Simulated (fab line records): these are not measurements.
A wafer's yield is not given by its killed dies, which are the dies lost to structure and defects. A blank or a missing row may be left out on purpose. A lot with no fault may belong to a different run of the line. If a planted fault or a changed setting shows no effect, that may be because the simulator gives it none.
fab line records ; flow ritCmos
record lots=6; wafers=18; lastDay=8
route steps=202 shown PWELL@49 WELLDRIVE@50 NWELL@51 NRETRO@53 PRETRO@64 M1@202
lots that met no fault: from a run of the same line without faults
startH: start of the lot's first displayed wafer, in hours after the record's first day ; waitH: hours since the lot's step before ; " unchanged from the row above ; L1.1+2: one row covering several wafers at once ; - either no value or no given start ; * or withheld: withheld ; < > ~ a bound
route shown NAME@n: NAME is a module with steps in the file, n the number in the route of the first one ; usual: mean and standard deviation over wafers with no fault ; same: alike in all rows ; chamber/n: place in a boat ; sites: readings site by site ; _std_site: their standard deviation ; _edge_site: the outer-site mean with the inner-site mean subtracted ; radiusMm: how far each site lies from the wafer's centre ; mask NAME#n: copy n ; behind: tool/chamber where the wafer was last shaped ; hold: cause of the lot's hold/its duration in hours/its outcome ; device: which transistor (n, p or np) failed to switch ; end of line: tests run on the same wafers once the route is complete ; a step with no rows: only its recipe ; killed: count of dies lost to structure and defects at first sort (not the wafer's yield) ; map: a wafer's dies, marking killed ones x, the rest . and places with no die _
set.NAME: the run value of the setting; set.NAME@STEP: its run value at that earlier step ; model.NAME: the simulator's own value behind a step, which no gauge read
lots at selected steps of the route; one table per step, one row per wafer
services: a tool's chamber out of use, with start hour (startH, from the record's first day; less than 0 if before it), hours out, and reason
## steps
# step RIT_PWELL_TW_MEAS_10
# usual PWELL_TW=954/7.6
lot.wafer;tool;chamber;startH;waitH;PWELL_TW
L217.1;filmMetro-02;-;52.71;0.1;940
L217.3;filmMetro-02;-;52.71;0.1;939
L217.5;filmMetro-02;-;52.71;0.1;942
L221.2;filmMetro-01;-;76.66;0.1;958
L221.4;filmMetro-01;-;76.66;0.1;961
L221.5;filmMetro-01;-;76.66;0.1;964
L220.1;filmMetro-04;-;76.92;0.1;953
L220.2;filmMetro-04;-;76.92;0.1;953
L220.5;filmMetro-04;-;76.92;0.1;952
L232.2;filmMetro-04;-;129.25;0.1;948
L232.4;filmMetro-04;-;129.25;0.1;956
L232.6;filmMetro-04;-;129.25;0.1;953
L233.3;filmMetro-02;-;137.50;0.1;935
L233.5;filmMetro-02;-;137.50;0.1;936
L233.6;filmMetro-02;-;137.50;0.1;935
L234.3;filmMetro-02;-;140.46;0.1;945
L234.4;filmMetro-02;-;140.46;0.1;940
L234.5;filmMetro-02;-;140.46;0.1;935
# step RIT_WELLDRIVE_ANNEAL_00
# recipe tempC=1100; timeS=14700; ambient=N2
# step RIT_WELLDRIVE_RS_MEAS_01
# recipe thkMeasGauge=four-point-probe
# usual NWELL_RS=275.7/0.91
lot.wafer;tool;chamber;startH;waitH;NWELL_RS[ohm/sq]
L217.1;filmMetro-02;-;57.86;0.0;274.7
L217.3;filmMetro-02;-;57.86;0.0;274.4
L217.5;filmMetro-02;-;57.86;0.0;275.0
L220.1;filmMetro-04;-;82.15;0.0;275.6
L220.2;filmMetro-04;-;82.15;0.0;274.8
L220.5;filmMetro-04;-;82.15;0.0;274.6
L221.2;filmMetro-02;-;82.17;0.0;276.3
L221.4;filmMetro-02;-;82.17;0.0;275.7
L221.5;filmMetro-02;-;82.17;0.0;275.6
L232.2;filmMetro-04;-;136.94;0.0;277.3
L232.4;filmMetro-04;-;136.94;0.0;276.8
L232.6;filmMetro-04;-;136.94;0.0;277.5
L233.3;filmMetro-02;-;142.67;0.0;275.8
L233.5;filmMetro-02;-;142.67;0.0;275.3
L233.6;filmMetro-02;-;142.67;0.0;275.0
L234.3;filmMetro-01;-;149.08;0.0;274.3
L234.4;filmMetro-01;-;149.08;0.0;274.8
L234.5;filmMetro-01;-;149.08;0.0;275.8
# step RIT_WELLDRIVE_RS_MEAS_02
# recipe thkMeasGauge=four-point-probe
# usual PWELL_RS=429.8/1.1
lot.wafer;tool;chamber;startH;waitH;PWELL_RS[ohm/sq]
L217.1;filmMetro-02;-;57.98;0.1;430.7
L217.3;filmMetro-02;-;57.98;0.1;430.2
L217.5;filmMetro-02;-;57.98;0.1;430.7
L220.1;filmMetro-04;-;82.27;0.1;429.2
L220.2;filmMetro-04;-;82.27;0.1;429.5
L220.5;filmMetro-04;-;82.27;0.1;428.9
L221.2;filmMetro-02;-;82.29;0.1;428.4
L221.4;filmMetro-02;-;82.29;0.1;428.5
L221.5;filmMetro-02;-;82.29;0.1;428.6
L232.2;filmMetro-04;-;137.06;0.1;431.1
L232.4;filmMetro-04;-;137.06;0.1;431.0
L232.6;filmMetro-04;-;137.06;0.1;431.1
L233.3;filmMetro-02;-;142.79;0.1;430.3
L233.5;filmMetro-02;-;142.79;0.1;430.2
L233.6;filmMetro-02;-;142.79;0.1;430.6
L234.3;filmMetro-01;-;149.20;0.1;429.3
L234.4;filmMetro-01;-;149.20;0.1;429.6
L234.5;filmMetro-01;-;149.20;0.1;430.8
# step RIT_NRETRO_HMDS_00
# recipe primeTimeS=60; primeTempC=140
# step RIT_NRETRO_COAT_01
# recipe resist=NOVOLAK; spinRpm=2000; resistThkNm=1300
# step RIT_NRETRO_SOFTBAKE_02
# recipe resist=NOVOLAK; tempC=90; timeS=60
# step RIT_NRETRO_EXPOSE_03
# recipe maskId=M4; na=0.57; targetCdNm=43900; doseMj=250
# step RIT_NRETRO_PEB_04
# recipe resist=NOVOLAK; tempC=withheld; timeS=withheld
# step RIT_NRETRO_DEVELOP_05
# recipe resist=NOVOLAK; developTimeS=68; devTempC=23
# step RIT_NRETRO_OVL_MEAS_06
# usual NRETRO_OVL=-0.1/1.3
lot.wafer;tool;chamber;startH;waitH;NRETRO_OVL[nm]
L217.1;overlay-02;-;59.07;-;0.1
L217.3;overlay-02;-;59.07;-;-0.1
L217.5;overlay-02;-;59.07;-;-1.7
L221.2;overlay-02;-;83.51;-;1.3
L221.4;overlay-02;-;83.51;-;1.8
L221.5;overlay-02;-;83.51;-;1.0
L220.1;overlay-01;-;83.60;-;0.2
L220.2;overlay-01;-;83.60;-;-0.2
L220.5;overlay-01;-;83.60;-;1.3
L232.2;overlay-02;-;138.11;-;-0.6
L232.4;overlay-02;-;138.11;-;1.2
L232.6;overlay-02;-;138.11;-;-1.1
L233.3;overlay-02;-;143.88;-;1.5
L233.5;overlay-02;-;143.88;-;0.5
L233.6;overlay-02;-;143.88;-;2.2
L234.3;overlay-01;-;150.17;-;1.1
L234.4;overlay-01;-;150.17;-;-0.4
L234.5;overlay-01;-;150.17;-;-0.3
# step RIT_NRETRO_HARDBAKE_07
# recipe resist=NOVOLAK; tempC=140; timeS=120
# step RIT_NRETRO_IMPLANT_08
# recipe species=P; energyKev=70; doseCm2=1e+13; tiltDeg=7
# usual doseIonsCm2=1e+13/8.7e+09; faradayCurrentUA=31.8/0.67
# same implantIonAmu=31
lot.wafer;tool;chamber;startH;waitH;doseIonsCm2;faradayCurrentUA
L217.1;implanter-04;0;59.36;0.2;9.992e+12;32.6
L217.3;implanter-04;0;59.36;0.2;9.995e+12;32.1
L217.5;implanter-04;0;59.36;0.2;9.997e+12;32.2
L221.2;implanter-01;0;84.15;0.2;9.998e+12;33.1
L221.4;implanter-01;0;84.15;0.2;9.998e+12;31.3
L221.5;implanter-01;0;84.15;0.2;9.999e+12;32.0
L220.1;implanter-02;0;84.20;0.2;9.988e+12;31.5
L220.2;implanter-02;0;84.20;0.2;9.983e+12;32.9
L220.5;implanter-02;0;84.20;0.2;9.992e+12;31.7
L232.2;implanter-01;0;138.41;0.2;1.0002e+13;31.8
L232.4;implanter-01;0;138.41;0.2;1e+13;30.8
L232.6;implanter-01;0;138.41;0.2;1.0003e+13;32.1
L233.3;implanter-04;0;144.21;0.2;1.0001e+14;317.8
L233.5;implanter-04;0;144.21;0.2;9.9983e+13;318.8
L233.6;implanter-04;0;144.21;0.2;1.0001e+14;315.2
L234.3;implanter-04;0;150.49;0.2;9.9993e+13;324.2
L234.4;implanter-04;0;150.49;0.2;9.9991e+13;321.2
L234.5;implanter-04;0;150.49;0.2;9.9995e+13;311.0
# step RIT_NRETRO_STRIP_09
# recipe chemistry=O2; timeS=180; resist=NOVOLAK; platenTempC=withheld; powerW=500; pressureMtorr=4000; o2FlowSccm=4000
# usual chamberPressureMTorr=4000/3.3; drypumpMotorCurrentA=5.66/0.27
lot.wafer;tool;chamber;startH;waitH;chamberPressureMTorr;drypumpMotorCurrentA;rfHoursCounterH
L217.1;plasmaAsher-01;1;59.51;0.1;4001;5.58;40
L217.3;plasmaAsher-01;0;59.51;0.1;3997;5.99;-
L217.5;plasmaAsher-01;0;59.51;0.1;4002;5.99;-
L221.2;plasmaAsher-03;1;84.28;0.1;4002;5.31;30
L221.4;plasmaAsher-03;0;84.28;0.1;4003;6.02;-
L221.5;plasmaAsher-03;1;84.28;0.1;4000;5.32;-
L220.1;plasmaAsher-04;0;84.35;0.1;4002;5.41;42
L220.2;plasmaAsher-04;1;84.35;0.1;3993;5.63;42
L220.5;plasmaAsher-04;1;84.35;0.1;3997;5.61;-
L232.2;plasmaAsher-03;1;138.54;0.1;4004;5.31;36
L232.4;plasmaAsher-03;1;138.54;0.1;4002;5.31;-
L232.6;plasmaAsher-03;0;138.54;0.1;3997;5.95;-
L233.3;plasmaAsher-04;1;144.37;0.1;4001;5.64;-
L233.5;plasmaAsher-04;1;144.37;0.1;4001;5.64;-
L233.6;plasmaAsher-04;0;144.37;0.1;4002;5.42;-
L234.3;plasmaAsher-03;0;150.65;0.1;4001;6.00;-
L234.4;plasmaAsher-03;1;150.65;0.1;3997;5.33;-
L234.5;plasmaAsher-03;1;150.65;0.1;4001;5.35;-
# step RIT_NRETRO_TW_MEAS_10
# usual NRETRO_TW=1046/9
lot.wafer;tool;chamber;startH;waitH;NRETRO_TW
L217.1;filmMetro-02;-;59.68;0.1;1049
L217.3;filmMetro-02;-;59.68;0.1;1042
L217.5;filmMetro-02;-;59.68;0.1;1045
L221.2;filmMetro-03;-;84.46;0.1;1037
L221.4;filmMetro-03;-;84.46;0.1;1037
L221.5;filmMetro-03;-;84.46;0.1;1038
L220.1;filmMetro-02;-;84.53;0.1;1049
L220.2;filmMetro-02;-;84.53;0.1;1050
L220.5;filmMetro-02;-;84.53;0.1;1037
L232.2;filmMetro-03;-;138.72;0.1;1048
L232.4;filmMetro-03;-;138.72;0.1;1043
L232.6;filmMetro-03;-;138.72;0.1;1038
L233.3;filmMetro-02;-;144.50;0.1;2182
L233.5;filmMetro-02;-;144.50;0.1;2185
L233.6;filmMetro-02;-;144.50;0.1;2173
L234.3;filmMetro-03;-;150.79;0.1;2162
L234.4;filmMetro-03;-;150.79;0.1;2152
L234.5;filmMetro-03;-;150.79;0.1;2169
# step RIT_PRETRO_HMDS_00
# recipe primeTimeS=60; primeTempC=140
# step RIT_M1_PROBE_99
# usual killedAtFrontEnd=6/3.1; killedDies=7/3.2; killedOpen=3.1/1.9; killedShort=3.5/2.2
# same grossDies=264; killed_at_M0_to_M3=0; killed_at_M4_up=0; killedAtBackSide=0; killedAtContacts=0; killedAtOther=0
lot.wafer;tool;chamber;startH;waitH;killedAtFrontEnd;killedDies;killedOpen;killedShort
L220.1;prober-02;-;117.31;0.1;3;3;2;1
L220.2;prober-02;-;117.36;0.1;9;9;6;3
L220.5;prober-02;-;117.51;0.2;4;4;0;4
L232.2;prober-02;-;174.33;0.1;12;12;6;6
L232.4;prober-02;-;174.43;0.2;4;4;2;2
L232.6;prober-02;-;174.53;0.2;5;5;3;2
L233.3;prober-01;-;178.43;0.2;0;0;0;0
L233.5;prober-01;-;178.53;0.2;6;6;0;6
L233.6;prober-01;-;178.58;0.2;4;4;3;1
# killed by level:class
L220.1 GATE:geometricParticle:short=1 GATE:geometricParticle:open=1 SILICIDE:geometricParticle:open=1
L220.2 REOX:geometricParticle:open=3 GATE:geometricParticle:short=1 GATE:geometricParticle:open=1 REOX:geometricParticle:short=1 SPACER:geometricParticle:open=1 SPACER:geometricParticle:short=1 SILICIDE:geometricParticle:open=1
L220.5 REOX:geometricParticle:short=2 GATE:geometricParticle:short=1 SPACER:geometricParticle:short=1
L232.2 REOX:geometricParticle:open=4 GATE:geometricParticle:open=2 GATE:geometricParticle:short=2 REOX:geometricParticle:short=2 FOX2:geometricParticle:short=1 SPACER:geometricParticle:short=1
L232.4 GATE:geometricParticle:short=2 GATE:geometricParticle:open=1 SILICIDE:geometricParticle:open=1
L232.6 SPACER:geometricParticle:open=2 GATE:geometricParticle:short=1 REOX:geometricParticle:open=1 SPACER:geometricParticle:short=1
L233.5 FOX1:geometricParticle:short=2 GATE:geometricParticle:short=2 REOX:geometricParticle:short=1 SPACER:geometricParticle:short=1
L233.6 GATE:geometricParticle:open=1 GATE:geometricParticle:short=1 REOX:geometricParticle:open=1 SILICIDE:geometricParticle:open=1
## services
tool;chamber;startH;hours;kind
plasmaAsher-01;-;43.43;1.2;repair
plasmaAsher-04;-;49.04;2.8;pm
implanter-02;-;65.25;1.1;repair
plasmaAsher-04;-;85.90;2.0;repair
plasmaAsher-04;-;89.52;2.1;repair
plasmaAsher-01;-;108.75;9.0;pm
plasmaAsher-01;0;108.75;9.0;ventCycle
plasmaAsher-01;1;108.75;9.0;ventCycle
implanter-01;-;111.06;7.1;pm
plasmaAsher-01;0;117.75;-;clean
plasmaAsher-01;1;117.75;-;clean
implanter-02;-;146.01;7.7;repair
implanter-01;-;146.34;4.8;pm
implanter-02;-;146.70;2.6;repair
## key
firstSign step=RIT_NRETRO_IMPLANT_08; reading=doseIonsCm2; direction=up; sigmas=99+; usual=1e+13; struck=9.9996e+13
effect step=RIT_NRETRO_IMPLANT_08; reading=faradayCurrentUA; direction=up; sigmas=99+; usual=31.8; struck=318.0
effect step=RIT_NRETRO_TW_MEAS_10; reading=NRETRO_TW; direction=up; sigmas=99+; usual=1046; struck=2170
metAt RIT_NRETRO_IMPLANT_08
struckWafers L233.3,L233.5,L233.6,L234.3,L234.4,L234.5
testerLeftOut L233,L234
onsetBetween 59.36 144.21
fault kind=processParameterDrift; tool=implanter-04; chamber=-; onsetH=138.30; steps=RIT_NRETRO_IMPLANT_08; channel=doseCm2; offset=9e+13; shape=step; endH=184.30; actsIn=theseRecipesOnly; stated=1e+13
# testerLeftOut: of these lots the tester's yield and bins aren't shown, on N5 and GAA mostly nor the transistor test; their killed dies are dies lost to structure and defects alone, not to doping, threshold or leakage, so they don't give the yield
